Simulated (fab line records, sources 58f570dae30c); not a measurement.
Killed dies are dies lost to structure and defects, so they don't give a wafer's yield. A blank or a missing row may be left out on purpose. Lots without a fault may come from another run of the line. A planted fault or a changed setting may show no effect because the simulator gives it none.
Chamber matching | flow berkeley_cmos170 | UCB170_V2_CMP_02 on cmp-02: 4 sister chambers
The step polishes SiO2. 7 wafers are shown with their chamber, then 7 later ones without.

WAFERS WITH THEIR CHAMBER
wafer  | chamber | motor_current_A (A) | retaining_ring_pressure_frac
L792.3 | 1       | 17.7                | 1.006
L792.6 | 1       | 17.8                | 0.994
L794.2 | 0       | 13.7                | 0.991
L796.3 | 2       | 18.5                | 0.998
L796.5 | 3       | 15.4                | 0.991
L801.3 | 2       | 17.9                | 1.002
L801.4 | 3       | 15.4                | 0.999

WAFERS WITHOUT THEIR CHAMBER
wafer  | motor_current_A (A) | retaining_ring_pressure_frac
L801.5 | 18.4                | 1.002
L800.1 | 15.2                | 1.005
L800.3 | 18.4                | 1.003
L800.4 | 12.9                | 1.000
L802.2 | 12.8                | 0.994
L802.4 | 16.1                | 0.996
L802.6 | 18.4                | 1.003

WHICH CHAMBER EACH WENT THROUGH
wafer  | from the rows above     | in truth
L801.5 | can't be placed: 2 or 1 | 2
L800.1 | 3                       | 3
L800.3 | can't be placed: 2 or 1 | 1
L800.4 | 0                       | 0
L802.2 | 0                       | 0
L802.4 | 3                       | 3
L802.6 | can't be placed: 2 or 1 | 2
Placed correctly: 4 of 7. Can't be placed from these rows: 3 (the true chamber is among the candidates in 3). Placed wrongly: 0.
How it was worked out, from the rows above alone: a wafer's distance from a chamber is the root of the sum, over the readings, of the square of ((its reading less the chamber's mean) divided by the reading's scatter). The wafer belongs to the nearest chamber; if the next one is less than 2 further off, it can't be placed. A chamber's mean is the mean of its shown wafers. The scatter: the root of (the sum of the squares of (reading less its chamber's mean) over the shown wafers, divided by (wafers less chambers)).
